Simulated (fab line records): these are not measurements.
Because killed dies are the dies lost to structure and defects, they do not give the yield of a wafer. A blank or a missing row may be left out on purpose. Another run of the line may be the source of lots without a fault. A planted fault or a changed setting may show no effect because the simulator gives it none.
fab line records	flow berkeleyCmos170
record: lots: 5	wafers: 15	lastDay: 12
route steps=331 shown V2@294 M3@309
lots that met no fault: taken from a fault-free run of the same line
startH: start of the lot's first displayed wafer, in hours after the record's first day	waitH: hours from the lot's prior step to this one	" the same as in the row above	L1.1+2: a single row standing in for several wafers	- no value, or no start given	* or withheld: withheld	< > ~ a bound
route shown NAME@n: a module of which the file shows steps, and the number in the route of the first	usual: average and standard deviation across the fault-free wafers	same: alike in all rows	chamber/n: place in a boat	sites: per-site readings	_std_site: standard deviation across them	_edge_site: inner sites' mean taken away from outer sites' mean	radiusMm: for every site, how far away it sits from the centre of the wafer	mask NAME#n: copy n	behind: the most recent tool/chamber to have shaped the wafer	hold: why the lot was held/for how many hours/how that ended	device: the n, p or np transistor that did not switch	end of line: at the end of the route, the tests of the same wafers	step lacking rows: just its recipe	killed: dies that structure and defects cost at the first sort, which is not the same as the wafer's yield	map: dies across one wafer; x = killed, . = not, _ = none there
set.NAME: the setting that was run; set.NAME@STEP: the one run at that earlier step	model.NAME: the simulator's own value behind a step, which no gauge read
a table for each step, a row for each wafer; lots at some steps of the route
services: a tool's chamber out of use, with start hour (startH, from the record's first day; less than 0 if before it), hours out, and reason
== steps ==
step: UCB170_V2_CMP_02
recipe: material: SiO2	downForcePsi: 6	platenRpm: 60	padVelocityMS: 0.75398
usual: motorCurrentA: 16.5/1.4
lot.wafer	tool	chamber	startH	waitH	motorCurrentA
L080.4	cmp-02	3	209.77	0.2	15.7
L080.5	"	0	"	"	16.8
L080.6	"	1	"	"	16.8
L078.2	cmp-01	3	210.09	0.1	14.2
L078.4	"	0	"	"	16.8
L078.3	"	1	"	"	15.8
L086.1	cmp-02	1	237.95	0.1	17.9
L086.2	"	2	"	"	15.0
L086.6	"	1	"	"	17.1
L087.2	cmp-02	3	239.51	0.0	15.6
L087.4	"	0	"	"	16.7
L087.5	"	0	"	"	17.9
L090.1	cmp-02	2	273.64	1.9	14.4
L090.4	"	3	"	"	15.9
L090.5	"	2	"	"	15.0
step: UCB170_V2_BOW_MEAS_03
recipe: mode: bow
usual: V2_BOW: 37/7.1
lot.wafer	tool	chamber	startH	waitH	V2_BOW[um]
L080.4	filmMetro-03	-	209.98	0.2	43
L080.5	"	-	"	"	34
L080.6	"	-	"	"	37
L078.2	filmMetro-02	-	210.41	0.3	45
L078.3	"	-	"	"	33
L078.4	"	-	"	"	32
L086.1	filmMetro-02	-	238.25	0.2	26
L086.2	"	-	"	"	29
L086.6	"	-	"	"	30
L087.2	filmMetro-04	-	239.83	0.3	42
L087.4	"	-	"	"	47
L087.5	"	-	"	"	40
L090.1	filmMetro-03	-	273.89	0.2	21
L090.4	"	-	"	"	41
L090.5	"	-	"	"	45
step: UCB170_V2_THK_MEAS_04
recipe: reads: SiO2_of_V2_CVD_00
usual: V2_POLISHED_THK: 999.7/1.2
lot.wafer	tool	chamber	startH	waitH	V2_POLISHED_THK[nm]
L080.4	filmMetro-03	-	210.07	0.1	998.2
L080.5	"	-	"	"	1001.1
L080.6	"	-	"	"	998.7
L078.2	filmMetro-02	-	210.52	0.1	1000.2
L078.3	"	-	"	"	997.4
L078.4	"	-	"	"	997.9
L086.1	filmMetro-02	-	238.37	0.1	999.6
L086.2	"	-	"	"	1002.6
L086.6	"	-	"	"	1000.3
L087.2	filmMetro-04	-	239.94	0.1	997.4
L087.4	"	-	"	"	999.0
L087.5	"	-	"	"	999.2
L090.1	filmMetro-03	-	274.01	0.1	1000.7
L090.4	"	-	"	"	998.5
L090.5	"	-	"	"	1000.5
step: UCB170_V2_CLEAN_05
recipe: chemistry: DIW
lot.wafer	tool	chamber	startH	waitH
L080.4+5+6	wetBench-04	2	210.10	0.0
L078.2+3+4	wetBench-04	2	210.80	0.3
L086.1+2+6	wetBench-04	2	238.43	0.1
L087.2+4+5	wetBench-04	0	240.02	0.1
L090.1+4+5	wetBench-04	2	274.64	0.6
step: UCB170_V2_HMDS_06
recipe: primeTimeS: 60	primeTempC: 100
lot.wafer	tool	chamber	startH	waitH
L080.4+5+6	lithoTrack-04	0	210.52	0.1
L078.2+3+4	lithoTrack-02	0	211.27	0.1
L086.1+2+6	lithoTrack-03	0	238.62	0.0
L087.2+4+5	lithoTrack-04	0	240.50	0.3
L090.1+4+5	lithoTrack-02	0	275.53	0.7
step: UCB170_V2_COAT_07
recipe: resist: KrF	spinRpm: 1500	resistThkNm: 900
lot.wafer	tool	chamber	startH	waitH
L080.4+5+6	lithoTrack-04	0	210.67	0.1
L078.2+3+4	lithoTrack-02	0	211.42	0.1
L086.1+2+6	lithoTrack-03	0	238.77	0.1
L087.2+4+5	lithoTrack-04	0	240.65	0.1
L090.1+4+5	lithoTrack-02	0	275.68	0.1
step: UCB170_V2_SOFTBAKE_08
recipe: resist: KrF	tempC: 130	timeS: 60
lot.wafer	tool	chamber	startH	waitH
L080.4+5+6	lithoTrack-04	0	210.82	0.1
L078.2+3+4	lithoTrack-02	0	211.57	0.1
L086.1+2+6	lithoTrack-03	0	238.92	0.1
L087.2+4+5	lithoTrack-04	0	240.80	0.1
L090.1+4+5	lithoTrack-02	0	275.83	0.1
step: UCB170_V2_EXPOSE_09
recipe: maskId: VIA2	targetCdNm: 700	na: 0.5	sigmaOuter: 0.6	sourceShape: conventional	doseMj: 37
usual: stageVelMmS: 500.08/0.25
lot.wafer	tool	chamber	startH	waitH	mask	stageVelMmS
L080.4	krfScanner-02	0	211.08	0.2	VIA2#0	500.57
L080.5	"	0	"	"	VIA2#0	500.23
L080.6	"	0	"	"	VIA2#0	500.51
L078.2	krfScanner-01	0	211.87	0.3	VIA2#0	500.36
L078.3	"	0	"	"	VIA2#0	500.02
L078.4	"	0	"	"	VIA2#0	500.51
L086.1	krfScanner-01	0	239.07	0.1	VIA2#0	500.04
L086.2	"	0	"	"	VIA2#0	499.80
L086.6	"	0	"	"	VIA2#0	500.11
L087.2	krfScanner-02	0	241.11	0.3	VIA2#0	500.21
L087.4	"	0	"	"	VIA2#0	499.94
L087.5	"	0	"	"	VIA2#0	499.72
L090.1	krfScanner-02	0	276.27	0.4	VIA2#0	500.40
L090.4	"	0	"	"	VIA2#0	500.02
L090.5	"	0	"	"	VIA2#0	500.45
step: UCB170_V2_PEB_10
recipe: pebTempC: 130	pebTimeS: withheld	resist: KrF
lot.wafer	tool	chamber	startH	waitH
L080.4+5+6	lithoTrack-03	0	211.32	0.2
L078.2+3+4	lithoTrack-03	0	212.00	0.1
L086.1+2+6	lithoTrack-03	0	239.18	0.1
L087.2+4+5	lithoTrack-04	0	241.85	0.7
L090.1+4+5	lithoTrack-04	0	276.59	0.3
step: UCB170_V2_DEVELOP_11
recipe: developer: TMAH	developTimeS: 45	resist: KrF	devTempC: 21
lot.wafer	tool	chamber	startH	waitH
L080.4+5+6	lithoTrack-03	0	-	-
L078.2+3+4	lithoTrack-03	0	-	-
L086.1+2+6	lithoTrack-03	0	-	-
L087.2+4+5	lithoTrack-04	0	-	-
L090.1+4+5	lithoTrack-04	0	-	-
step: UCB170_V2_CD_MEAS_12
recipe: targetCdNm: 700
usual: cdNm: 699.9/1.3
lot.wafer	tool	chamber	startH	waitH	cdNm
L080.4	cdSem-01	-	211.58	-	700.4
L080.5	"	-	"	"	700.6
L080.6	"	-	"	"	699.9
L078.2	cdSem-01	-	212.34	-	699.4
L078.3	"	-	"	"	699.0
L078.4	"	-	"	"	699.4
L086.1	cdSem-02	-	239.46	-	701.0
L086.2	"	-	"	"	699.6
L086.6	"	-	"	"	699.9
L087.2	cdSem-02	-	242.12	-	702.7
L087.4	"	-	"	"	702.7
L087.5	"	-	"	"	701.3
L090.1	cdSem-01	-	277.01	-	700.7
L090.4	"	-	"	"	701.6
L090.5	"	-	"	"	700.7
step: UCB170_V2_OVL_MEAS_13
usual: V2_OVL: 0/5.7
lot.wafer	tool	chamber	startH	waitH	V2_OVL[nm]
L080.4	overlay-01	-	211.66	0.1	5
L080.5	"	-	"	"	3
L080.6	"	-	"	"	2
L078.2	overlay-02	-	212.44	0.1	3
L078.3	"	-	"	"	8
L078.4	"	-	"	"	2
L086.1	overlay-01	-	239.58	0.1	-2
L086.2	"	-	"	"	-2
L086.6	"	-	"	"	1
L087.2	overlay-02	-	242.22	0.1	-2
L087.4	"	-	"	"	-5
L087.5	"	-	"	"	-10
L090.1	overlay-01	-	277.13	0.1	-1
L090.4	"	-	"	"	3
L090.5	"	-	"	"	-1
step: UCB170_V2_ETCH_14
recipe: chemistry: CHF3/CF4/Ar	target: SiO2	stopOn: Al	CHF3_flow_sccm: 45	cf4FlowSccm: 15	Ar_flow_sccm: 150	pressureMtorr: 200	rfW: 700	targetDepthA: 12500	overEtchFrac: 0.25	timeS: 291
usual: drypumpMotorCurrentA: 5.8/0.45	oesProductAu: 0.875/0.012	throttleValvePct: 6.97/0.11
lot.wafer	tool	chamber	startH	waitH	drypumpMotorCurrentA	oesProductAu	rfHoursCounterH	throttleValvePct
L080.4	rieDiel-02	2	211.68	0.0	5.3	0.861	4	6.82
L080.5	"	1	"	"	6.6	0.870	-	6.88
L080.6	"	2	"	"	5.3	0.859	-	6.82
L078.2	rieDiel-02	0	212.47	0.0	5.9	0.875	32	6.94
L078.3	"	1	"	"	6.5	0.866	8	6.90
L078.4	"	2	"	"	5.3	0.868	4	6.81
L086.1	rieDiel-03	2	239.62	0.0	5.6	0.862	8	7.13
L086.2	"	0	"	"	5.9	0.866	111	7.00
L086.6	"	1	"	"	6.6	0.867	-	6.81
L087.2	rieDiel-01	3	242.25	0.0	5.4	0.891	81	7.13
L087.4	"	1	"	"	6.0	0.859	107	6.96
L087.5	"	3	"	"	5.4	0.887	-	7.12
L090.1	rieDiel-01	0	277.16	0.0	5.8	0.874	0	6.86
L090.4	"	1	"	"	6.0	0.856	109	6.98
L090.5	"	2	"	"	5.0	0.886	-	7.07
step: UCB170_V2_STRIP_15
recipe: chemistry: O2	powerW: 400	pressureMtorr: 3500	platenTempC: withheld	o2FlowSccm: 400	overashFraction: 0.5
usual: drypumpMotorCurrentA: 5.9/0.37	oesProductAu: 0.721/0.0047	stripTimeToEndpointS: 15.29/0.11
lot.wafer	tool	chamber	startH	waitH	drypumpMotorCurrentA	oesProductAu	rfHoursCounterH	stripTimeToEndpointS
L080.4	plasmaAsher-03	1	211.89	0.1	6.3	0.720	-	15.21
L080.5	"	1	"	"	6.2	0.716	-	15.22
L080.6	"	0	"	"	5.9	0.721	-	15.36
L078.2	plasmaAsher-04	0	212.65	0.1	5.9	0.723	9	15.46
L078.3	"	1	"	"	6.3	0.716	-	15.36
L078.4	"	0	"	"	5.9	0.727	-	15.40
L086.1	plasmaAsher-04	0	239.79	0.1	5.9	0.722	12	15.22
L086.2	"	1	"	"	6.3	0.721	12	15.36
L086.6	"	1	"	"	6.3	0.723	-	15.13
L087.2	plasmaAsher-04	0	242.43	0.1	5.8	0.716	12	15.05
L087.4	"	1	"	"	6.3	0.727	-	15.20
L087.5	"	0	"	"	5.8	0.721	-	15.01
L090.1	plasmaAsher-04	0	277.34	0.1	5.8	0.720	16	15.50
L090.4	"	1	"	"	6.3	0.717	-	15.51
L090.5	"	1	"	"	6.3	0.723	-	15.39
step: UCB170_V2_CD_MEAS_90
recipe: targetCdNm: 700
usual: cdNm: 700.2/1.5
lot.wafer	tool	chamber	startH	waitH	cdNm
L080.4	cdSem-01	-	212.02	0.1	701.0
L080.5	"	-	"	"	701.1
L080.6	"	-	"	"	699.3
L078.2	cdSem-01	-	212.77	0.1	700.7
L078.3	"	-	"	"	699.6
L078.4	"	-	"	"	699.9
L086.1	cdSem-01	-	239.89	0.1	700.5
L086.2	"	-	"	"	700.7
L086.6	"	-	"	"	700.6
L087.2	cdSem-01	-	242.55	0.1	703.4
L087.4	"	-	"	"	702.5
L087.5	"	-	"	"	701.2
L090.1	cdSem-01	-	277.44	0.1	700.5
L090.4	"	-	"	"	701.0
L090.5	"	-	"	"	701.4
step: UCB170_M3_PRE_CLEAN_00
recipe: gas: Ar	precleanEtchTimeS: 60
lot.wafer	tool	chamber	startH	waitH
L080.4+5+6	pvdSputter-02	-	212.08	0.0
L078.2+3+4	pvdSputter-02	-	212.87	0.1
L086.1+2+6	pvdSputter-04	-	240.01	0.1
L087.2+4+5	pvdSputter-02	-	242.65	0.1
L090.1+4+5	pvdSputter-02	-	277.56	0.1
step: UCB170_M3_SPUTTER_01
recipe: material: Al	targetThkNm: 900	timeS: 120	powerW: 6000	chamberPressurePa: 0.5
usual: throttleValvePct: 30.5/0.77
lot.wafer	tool	chamber	startH	waitH	throttleValvePct
L080.4	pvdSputter-02	-	212.14	0.0	30.5
L080.5	"	-	"	"	30.0
L080.6	"	-	"	"	30.2
L078.2	pvdSputter-02	-	212.94	0.0	31.2
L078.3	"	-	"	"	31.6
L078.4	"	-	"	"	30.2
L086.1	pvdSputter-04	-	240.08	0.0	31.3
L086.2	"	-	"	"	29.6
L086.6	"	-	"	"	31.3
L087.2	pvdSputter-02	-	242.72	0.0	31.6
L087.4	"	-	"	"	30.5
L087.5	"	-	"	"	30.1
L090.1	pvdSputter-02	-	277.63	0.0	31.0
L090.4	"	-	"	"	31.8
L090.5	"	-	"	"	30.3
step: UCB170_M3_RS_MEAS_02
recipe: thkMeasGauge: four-point-probe	reads: Al_of_M3_SPUTTER_01
usual: M3_AL_RS: 0.0322/0.00032
lot.wafer	tool	chamber	startH	waitH	M3_AL_RS[ohm/sq]
L080.4	filmMetro-04	-	212.29	0.1	0.0324
L080.5	"	-	"	"	0.0324
L080.6	"	-	"	"	0.0323
L078.2	filmMetro-04	-	213.04	0.1	0.0322
L078.3	"	-	"	"	0.0317
L078.4	"	-	"	"	0.0317
L086.1	filmMetro-01	-	240.16	0.0	0.0326
L086.2	"	-	"	"	0.0324
L086.6	"	-	"	"	0.0325
L087.2	filmMetro-01	-	242.82	0.1	0.0324
L087.4	"	-	"	"	0.0325
L087.5	"	-	"	"	0.0324
L090.1	filmMetro-01	-	277.71	0.0	0.0320
L090.4	"	-	"	"	0.0319
L090.5	"	-	"	"	0.0321
step: UCB170_M3_THK_MEAS_03
recipe: thkMeasGauge: xrf	reads: Al_of_M3_SPUTTER_01
usual: M3_AL_THK: 889/9.9
lot.wafer	tool	chamber	startH	waitH	M3_AL_THK[nm]
L080.4	filmMetro-04	-	212.38	0.1	887
L080.5	"	-	"	"	887
L080.6	"	-	"	"	887
L078.2	filmMetro-04	-	213.15	0.1	894
L078.3	"	-	"	"	905
L078.4	"	-	"	"	903
L086.1	filmMetro-01	-	240.28	0.1	875
L086.2	"	-	"	"	878
L086.6	"	-	"	"	874
L087.2	filmMetro-01	-	242.93	0.1	875
L087.4	"	-	"	"	871
L087.5	"	-	"	"	879
L090.1	filmMetro-01	-	277.83	0.1	886
L090.4	"	-	"	"	890
L090.5	"	-	"	"	885
step: UCB170_M3_HMDS_04
recipe: primeTimeS: 60	primeTempC: 100
lot.wafer	tool	chamber	startH	waitH
L080.4+5+6	lithoTrack-03	0	212.60	0.2
L078.2+3+4	lithoTrack-03	0	213.45	0.3
L086.1+2+6	lithoTrack-01	0	240.58	0.3
L087.2+4+5	lithoTrack-01	0	243.33	0.4
L090.1+4+5	lithoTrack-04	0	278.23	0.4
step: UCB170_M3_COAT_05
recipe: resist: KrF	spinRpm: 1500	resistThkNm: 900
lot.wafer	tool	chamber	startH	waitH
L080.4+5+6	lithoTrack-03	0	212.75	0.1
L078.2+3+4	lithoTrack-03	0	213.60	0.1
L086.1+2+6	lithoTrack-01	0	240.73	0.1
L087.2+4+5	lithoTrack-01	0	243.48	0.1
L090.1+4+5	lithoTrack-04	0	278.38	0.1
step: UCB170_M3_SOFTBAKE_06
recipe: resist: KrF	tempC: 130	timeS: 60
lot.wafer	tool	chamber	startH	waitH
L080.4+5+6	lithoTrack-03	0	212.90	0.1
L078.2+3+4	lithoTrack-03	0	213.75	0.1
L086.1+2+6	lithoTrack-01	0	240.88	0.1
L087.2+4+5	lithoTrack-01	0	243.63	0.1
L090.1+4+5	lithoTrack-04	0	278.53	0.1
step: UCB170_M3_STRIP_07
recipe: chemistry: O2	powerW: 400	pressureMtorr: 3500	platenTempC: withheld	o2FlowSccm: 400	overashFraction: 0.5
usual: drypumpMotorCurrentA: 5.8/0.36	oesProductAu: 0.734/0.0041	stripTimeToEndpointS: 21.97/0.059
lot.wafer	tool	chamber	startH	waitH	drypumpMotorCurrentA	oesProductAu	rfHoursCounterH	stripTimeToEndpointS
L080.4	plasmaAsher-01	1	213.01	0.1	5.7	0.734	-	21.99
L080.5	"	1	"	"	5.7	0.734	-	21.95
L080.6	"	0	"	"	5.6	0.732	-	21.99
L078.2	plasmaAsher-01	0	213.87	0.1	5.6	0.727	50	22.03
L078.3	"	1	"	"	5.7	0.730	-	22.10
L078.4	"	0	"	"	5.6	0.740	-	22.09
L086.1	plasmaAsher-04	0	241.03	0.1	5.9	0.734	12	21.97
L086.2	"	1	"	"	6.3	0.733	12	21.96
L086.6	"	0	"	"	5.8	0.727	-	21.93
L087.2	plasmaAsher-04	1	243.76	0.1	6.3	0.738	13	21.99
L087.4	"	0	"	"	5.8	0.740	-	22.04
L087.5	"	0	"	"	5.8	0.744	-	22.01
L090.1	plasmaAsher-04	0	278.68	0.1	5.9	0.738	17	21.92
L090.4	"	1	"	"	6.3	0.739	-	21.92
L090.5	"	1	"	"	6.3	0.737	-	21.81
step: UCB170_M3_STRIP_08
recipe: chemistry: DMSO	tempC: 80	timeS: 600	material: KrF
usual: bathGuardTempC: 80.0/0.38
lot.wafer	tool	chamber	startH	waitH	bathGuardTempC
L080.4	wetBench-02	2	213.07	0.0	80.0
L080.5	"	2	"	"	79.7
L080.6	"	2	"	"	79.8
L078.2	wetBench-02	0	213.97	0.1	79.6
L078.3	"	0	"	"	80.0
L078.4	"	0	"	"	79.8
L086.1	wetBench-03	0	241.13	0.1	79.7
L086.2	"	0	"	"	79.3
L086.6	"	0	"	"	79.5
L087.2	wetBench-04	1	244.33	0.5	79.9
L087.4	"	1	"	"	80.3
L087.5	"	1	"	"	79.9
L090.1	wetBench-02	3	278.78	0.1	79.5
L090.4	"	3	"	"	79.9
L090.5	"	3	"	"	79.5
step: UCB170_M3_COAT_09
recipe: resist: BARC	tempC: withheld	timeS: withheld	spinRpm: 3000	resistThkNm: withheld
lot.wafer	tool	chamber	startH	waitH
L080.4+5+6	lithoTrack-04	0	213.66	0.4
L078.2+3+4	lithoTrack-03	0	214.80	0.6
L086.1+2+6	lithoTrack-03	0	242.02	0.7
L087.2+4+5	lithoTrack-01	0	244.81	0.3
L090.1+4+5	lithoTrack-01	0	279.41	0.4
step: UCB170_M3_COAT_10
recipe: resist: KrF	spinRpm: 1500	resistThkNm: 900
lot.wafer	tool	chamber	startH	waitH
L080.4+5+6	lithoTrack-04	0	-	-
L078.2+3+4	lithoTrack-03	0	-	-
L086.1+2+6	lithoTrack-03	0	-	-
L087.2+4+5	lithoTrack-01	0	-	-
L090.1+4+5	lithoTrack-01	0	-	-
step: UCB170_M3_SOFTBAKE_11
recipe: resist: KrF	tempC: 130	timeS: 60
lot.wafer	tool	chamber	startH	waitH
L080.4+5+6	lithoTrack-04	0	-	-
L078.2+3+4	lithoTrack-03	0	-	-
L086.1+2+6	lithoTrack-03	0	-	-
L087.2+4+5	lithoTrack-01	0	-	-
L090.1+4+5	lithoTrack-01	0	-	-
step: UCB170_M3_EXPOSE_12
recipe: maskId: METAL3	targetCdNm: 700	na: 0.5	sigmaOuter: 0.6	sourceShape: conventional	doseMj: 26
usual: stageVelMmS: 500.00/0.25
lot.wafer	tool	chamber	startH	waitH	mask	stageVelMmS
L080.4	krfScanner-01	0	214.10	-	METAL3#0	500.13
L080.5	"	0	"	"	METAL3#0	499.84
L080.6	"	0	"	"	METAL3#0	500.19
L078.2	krfScanner-01	0	215.37	-	METAL3#0	499.96
L078.3	"	0	"	"	METAL3#0	500.07
L078.4	"	0	"	"	METAL3#0	499.91
L086.1	krfScanner-02	0	242.60	-	METAL3#0	499.96
L086.2	"	0	"	"	METAL3#0	499.69
L086.6	"	0	"	"	METAL3#0	499.72
L087.2	krfScanner-02	0	245.26	-	METAL3#0	500.36
L087.4	"	0	"	"	METAL3#0	500.19
L087.5	"	0	"	"	METAL3#0	499.71
L090.1	krfScanner-01	0	279.98	-	METAL3#0	500.47
L090.4	"	0	"	"	METAL3#0	500.48
L090.5	"	0	"	"	METAL3#0	500.40
step: UCB170_M3_PEB_13
recipe: pebTempC: 130	pebTimeS: withheld	resist: KrF
lot.wafer	tool	chamber	startH	waitH
L080.4+5+6	lithoTrack-04	0	214.84	0.7
L078.2+3+4	lithoTrack-01	0	215.72	0.3
L086.1+2+6	lithoTrack-01	0	243.03	0.4
L087.2+4+5	lithoTrack-01	0	245.38	0.1
L090.1+4+5	lithoTrack-04	0	280.10	0.1
step: UCB170_M3_DEVELOP_14
recipe: developer: TMAH	developTimeS: 45	resist: KrF	devTempC: 21
lot.wafer	tool	chamber	startH	waitH
L080.4+5+6	lithoTrack-04	0	-	-
L078.2+3+4	lithoTrack-01	0	-	-
L086.1+2+6	lithoTrack-01	0	-	-
L087.2+4+5	lithoTrack-01	0	-	-
L090.1+4+5	lithoTrack-04	0	-	-
step: UCB170_M3_CD_MEAS_15
recipe: targetCdNm: 700
usual: cdNm: 700.1/1.5
lot.wafer	tool	chamber	startH	waitH	cdNm
L080.4	cdSem-01	-	215.10	-	699.8
L080.5	"	-	"	"	699.3
L080.6	"	-	"	"	700.2
L078.2	cdSem-01	-	215.99	-	698.6
L078.3	"	-	"	"	697.2
L078.4	"	-	"	"	699.5
L086.1	cdSem-01	-	243.31	-	700.4
L086.2	"	-	"	"	701.2
L086.6	"	-	"	"	702.5
L087.2	cdSem-01	-	245.65	-	700.8
L087.4	"	-	"	"	701.2
L087.5	"	-	"	"	701.4
L090.1	cdSem-01	-	280.37	-	700.4
L090.4	"	-	"	"	699.1
L090.5	"	-	"	"	699.4
step: UCB170_M3_OVL_MEAS_16
usual: M3_OVL: -5/4.8
lot.wafer	tool	chamber	startH	waitH	M3_OVL[nm]
L080.4	overlay-01	-	215.18	0.1	1
L080.5	"	-	"	"	-7
L080.6	"	-	"	"	-7
L078.2	overlay-02	-	216.09	0.1	-13
L078.3	"	-	"	"	-9
L078.4	"	-	"	"	-6
L086.1	overlay-01	-	243.43	0.1	-2
L086.2	"	-	"	"	-5
L086.6	"	-	"	"	-2
L087.2	overlay-02	-	245.75	0.1	-11
L087.4	"	-	"	"	-13
L087.5	"	-	"	"	-8
L090.1	overlay-01	-	280.49	0.1	-3
L090.4	"	-	"	"	-5
L090.5	"	-	"	"	0
step: UCB170_M3_ETCH_17
recipe: chemistry: N2/H2	targetDepthA: withheld	overetchA: withheld	target: BARC	timeS: withheld	sourceW: 500	biasW: 100	pressureMtorr: 30	n2FlowSccm: 100	h2FlowSccm: 200
usual: drypumpMotorCurrentA: 5.8/0.47	h2FlowSccm: 200.0/0.6	oesProductAu: 1.014/0.02	throttleValvePct: 13.27/0.2
lot.wafer	tool	chamber	startH	waitH	drypumpMotorCurrentA	h2FlowSccm	oesProductAu	throttleValvePct
L080.4	rieDiel-03	2	215.19	0.0	5.5	200.4	0.997	13.54
L080.5	"	3	"	"	5.8	198.6	1.031	13.25
L080.6	"	0	"	"	6.0	199.9	1.001	13.48
L078.2	rieDiel-01	2	216.12	0.0	5.0	200.4	1.022	13.49
L078.3	"	1	"	"	6.0	199.9	0.989	13.35
L078.4	"	3	"	"	5.4	199.5	1.024	13.46
L086.1	rieDiel-01	2	243.46	0.0	5.0	200.3	1.019	13.48
L086.2	"	0	"	"	5.8	200.1	1.005	13.04
L086.6	"	2	"	"	5.0	199.6	1.021	13.48
L087.2	rieDiel-03	2	245.78	0.0	5.5	200.5	1.005	13.53
L087.4	"	3	"	"	5.8	200.4	1.033	13.25
L087.5	"	0	"	"	6.0	200.3	1.001	13.49
L090.1	rieDiel-04	1	280.53	0.0	6.0	199.9	1.004	12.98
L090.4	"	0	"	"	6.0	199.4	1.023	13.04
L090.5	"	1	"	"	6.0	200.5	1.006	13.00
step: UCB170_M3_METAL_ETCH_18
recipe: chemistry: Cl2/BCl3	target: Al	stopOn: SiO2	pressureMtorr: 12	targetDepthA: 11700	overEtchFrac: 0.3	timeS: 195	icpW: 600	biasW: 120	Cl2_flow_sccm: 90	bcl3FlowSccm: 45
usual: drypumpMotorCurrentA: 5.8/0.35	oesProductAu: 0.853/0.017	throttleValvePct: 24.25/0.21
lot.wafer	tool	chamber	startH	waitH	drypumpMotorCurrentA	oesProductAu	rfHoursCounterH	throttleValvePct
L080.4	rieMetal-01	0	215.30	-	5.5	0.857	-	24.31
L080.5	"	0	"	"	5.5	0.862	-	24.31
L080.6	"	1	"	"	5.8	0.853	-	24.01
L078.2	rieMetal-02	0	216.17	-	6.3	0.882	10	24.05
L078.3	"	0	"	"	6.2	0.886	-	24.05
L078.4	"	1	"	"	6.3	0.870	-	24.60
L086.1	rieMetal-02	1	243.51	-	6.3	0.859	1	24.63
L086.2	"	0	"	"	6.3	0.873	11	24.06
L086.6	"	0	"	"	6.3	0.867	-	24.07
L087.2	rieMetal-01	0	245.83	-	5.5	0.861	3	24.31
L087.4	"	0	"	"	5.5	0.849	-	24.32
L087.5	"	1	"	"	5.8	0.841	-	24.02
L090.1	rieMetal-01	1	280.57	-	5.8	0.858	14	24.02
L090.4	"	1	"	"	5.8	0.852	-	24.02
L090.5	"	1	"	"	5.8	0.847	-	24.01
step: UCB170_M3_STRIP_19
recipe: chemistry: O2	powerW: 400	pressureMtorr: 3500	platenTempC: withheld	o2FlowSccm: 400	overashFraction: 0.5
usual: drypumpMotorCurrentA: 5.7/0.33	oesProductAu: 0.549/0.01
lot.wafer	tool	chamber	startH	waitH	drypumpMotorCurrentA	oesProductAu	rfHoursCounterH
L080.4	plasmaAsher-02	0	215.46	0.1	5.5	0.559	-
L080.5	"	1	"	"	5.2	0.548	-
L080.6	"	0	"	"	5.5	0.544	-
L078.2	plasmaAsher-04	0	216.35	0.1	5.9	0.549	9
L078.3	"	0	"	"	5.9	0.544	-
L078.4	"	1	"	"	6.3	0.551	-
L086.1	plasmaAsher-01	1	243.69	0.1	5.7	0.557	53
L086.2	"	0	"	"	5.7	0.552	53
L086.6	"	1	"	"	5.7	0.554	-
L087.2	plasmaAsher-01	1	246.01	0.1	5.7	0.539	54
L087.4	"	1	"	"	5.7	0.550	-
L087.5	"	0	"	"	5.6	0.540	-
L090.1	plasmaAsher-02	0	280.76	0.1	5.5	0.556	56
L090.4	"	0	"	"	5.5	0.548	-
L090.5	"	1	"	"	5.2	0.553	-
step: UCB170_M3_CD_MEAS_90
recipe: targetCdNm: 700
usual: cdNm: 700/3.2
lot.wafer	tool	chamber	startH	waitH	cdNm
L080.4	cdSem-02	-	215.68	0.2	697
L080.5	"	-	"	"	695
L080.6	"	-	"	"	701
L078.2	cdSem-02	-	216.47	0.1	705
L078.3	"	-	"	"	705
L078.4	"	-	"	"	703
L086.1	cdSem-01	-	243.79	0.1	704
L086.2	"	-	"	"	707
L086.6	"	-	"	"	708
L087.2	cdSem-02	-	246.13	0.1	695
L087.4	"	-	"	"	696
L087.5	"	-	"	"	701
L090.1	cdSem-01	-	280.86	0.1	698
L090.4	"	-	"	"	698
L090.5	"	-	"	"	698
step: UCB170_M3_BOW_MEAS_20
recipe: mode: bow
usual: M3_BOW: 36/7.1
lot.wafer	tool	chamber	startH	waitH	M3_BOW[um]
L080.4	filmMetro-01	-	215.80	0.1	44
L080.5	"	-	"	"	33
L080.6	"	-	"	"	37
L078.2	filmMetro-01	-	216.59	0.1	46
L078.3	"	-	"	"	32
L078.4	"	-	"	"	31
L086.1	filmMetro-03	-	243.91	0.1	25
L086.2	"	-	"	"	29
L086.6	"	-	"	"	29
L087.2	filmMetro-03	-	246.25	0.1	40
L087.4	"	-	"	"	43
L087.5	"	-	"	"	37
L090.1	filmMetro-04	-	280.98	0.1	20
L090.4	"	-	"	"	42
L090.5	"	-	"	"	44
== services ==
tool	chamber	startH	hours	kind
rieDiel-01	3	187.65	1.7	repair
cmp-01	-	196.32	11.6	pm
krfScanner-02	-	202.82	1.3	pm
wetBench-02	-	203.14	1.1	repair
krfScanner-01	-	208.12	1.3	pm
rieDiel-03	3	210.11	1.7	repair
rieDiel-04	2	213.23	6.8	repair
rieMetal-02	-	215.48	0.4	repair
plasmaAsher-02	-	219.52	2.0	repair
rieMetal-02	1	224.64	6.8	repair
rieMetal-02	0	231.78	8.1	repair
cmp-02	-	232.00	4.0	pm
plasmaAsher-02	-	233.96	3.2	repair
rieDiel-04	-	235.37	18.6	repair
plasmaAsher-01	-	247.52	2.9	repair
rieDiel-02	0	248.41	6.2	repair
krfScanner-02	-	249.26	1.0	pm
plasmaAsher-02	-	250.30	2.7	repair
cmp-01	-	254.64	37.9	repair
cmp-01	-	254.92	0.9	repair
krfScanner-01	-	256.35	1.4	repair
rieDiel-01	-	256.37	2.8	pm
pvdSputter-02	-	277.98	1.2	repair
krfScanner-02	-	279.98	2.3	repair
== key ==
fault none
